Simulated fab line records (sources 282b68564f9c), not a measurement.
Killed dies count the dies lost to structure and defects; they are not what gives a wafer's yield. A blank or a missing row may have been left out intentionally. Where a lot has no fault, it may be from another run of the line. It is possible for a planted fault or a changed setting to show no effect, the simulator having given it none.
Tool commonality check    flow ritCmos    13 lots, 42 wafers sampled

WHY IT WAS OPENED
On 1 of the 13 lots, a flag is raised at RIT_M1_CD_MEAS_09 on the reading cdNm. No-fault wafers: 2599.8 nm, standard deviation 2.1.
Rule: a lot is flagged when every wafer of it that has a number lies more than 4 standard deviations from that mean, or none has a number. As for the other lots, they are considered sound.

lot   measured     on        cdNm (nm), wafer by wafer                  flag
L619  day 3 16:46  cdSem-01  2598.2 2598.5 2597.6                       
L620  day 3 21:07  cdSem-02  2598.8 2598.7 2598.5                       
L621  day 4 01:23  cdSem-01  2750.9 2747.5 2747.9 2750.9 2747.5 2748.0  FLAGGED
L631  day 6 01:31  cdSem-02  2598.8 2600.1 2600.1                       
L632  day 6 04:51  cdSem-02  2598.7 2599.9 2601.6                       
L633  day 6 10:17  cdSem-01  2601.1 2600.6 2600.3                       
L634  day 6 17:25  cdSem-02  2598.8 2597.4 2599.2                       
L635  day 6 19:43  cdSem-01  2599.5 2599.0 2602.9                       
L636  day 6 20:52  cdSem-01  2596.1 2598.0 2597.9                       
L637  day 7 12:31  cdSem-01  2599.8 2598.9 2599.6                       
L639  day 8 09:10  cdSem-01  2596.4 2597.4 2596.2                       
L641  day 8 09:58  cdSem-02  2598.2 2598.8 2599.1                       
L642  day 8 17:01  cdSem-02  2600.8 2600.2 2599.6                       
Average over the flagged lots: 2748.8 nm; offset from the usual +149.0 nm, equal to +71 standard deviations.

WHICH TOOL EACH LOT WENT THROUGH
The record keeps 1 process step preceding the reading, out of 202 steps on the route. Read each cell as the tool, then ch plus the chambers that the sampled wafers visited, then the start.
lot   flag     RIT_M1_EXPOSE_06
L619           ilineStepper-01 ch 0, day 3 16:20
L620           ilineStepper-01 ch 0, day 3 20:41
L621  FLAGGED  ilineStepper-01 ch 0, day 4 00:58
L631           ilineStepper-01 ch 0, day 6 01:05
L632           ilineStepper-01 ch 0, day 6 04:25
L633           ilineStepper-02 ch 0, day 6 09:50
L634           ilineStepper-02 ch 0, day 6 16:59
L635           ilineStepper-01 ch 0, day 6 19:17
L636           ilineStepper-01 ch 0, day 6 20:26
L637           ilineStepper-01 ch 0, day 7 12:05
L639           ilineStepper-01 ch 0, day 8 08:44
L641           ilineStepper-01 ch 0, day 8 09:17
L642           ilineStepper-02 ch 0, day 8 16:21
What the steps here do:
- RIT_M1_EXPOSE_06: exposes mask M12, target cd 2600 nm.
- RIT_M1_CD_MEAS_09: target cd 2600 nm.

FLAGGED OVER TOTAL, TOOL BY TOOL (the gauges that took the reading come last)
step               tool             lots run  flagged  share of the flagged lots  sound lots run after its first flagged lot
RIT_M1_EXPOSE_06   ilineStepper-01  10        1        all                        7 (L631,L632,L635,L636,L637,L639,L641)
RIT_M1_EXPOSE_06   ilineStepper-02  3         0        none                       -
RIT_M1_CD_MEAS_09  cdSem-01         7         1        all                        5 (L633,L635,L636,L637,L639)
RIT_M1_CD_MEAS_09  cdSem-02         6         0        none                       -

WHAT THE TABLE ALLOWS
ilineStepper-01 at RIT_M1_EXPOSE_06 and cdSem-01 at RIT_M1_CD_MEAS_09 are the 2 rows of the table that ran each flagged lot.
- ilineStepper-01 at RIT_M1_EXPOSE_06 ran 10 lots, 1 of them flagged. After the first flagged lot (L631, L632, L635, L636, L637, L639, L641), sound lots still ran on it; a lasting fault on the whole tool would not permit that.
- cdSem-01 at RIT_M1_CD_MEAS_09 ran 7 lots, 1 of them flagged. After the first flagged lot (L633, L635, L636, L637, L639), sound lots still ran on it; a lasting fault on the whole tool would not permit that.
There is no row in the table that ran each flagged lot and no sound lot after the first.

WHAT WAS PUT IN BY THE SIMULATOR
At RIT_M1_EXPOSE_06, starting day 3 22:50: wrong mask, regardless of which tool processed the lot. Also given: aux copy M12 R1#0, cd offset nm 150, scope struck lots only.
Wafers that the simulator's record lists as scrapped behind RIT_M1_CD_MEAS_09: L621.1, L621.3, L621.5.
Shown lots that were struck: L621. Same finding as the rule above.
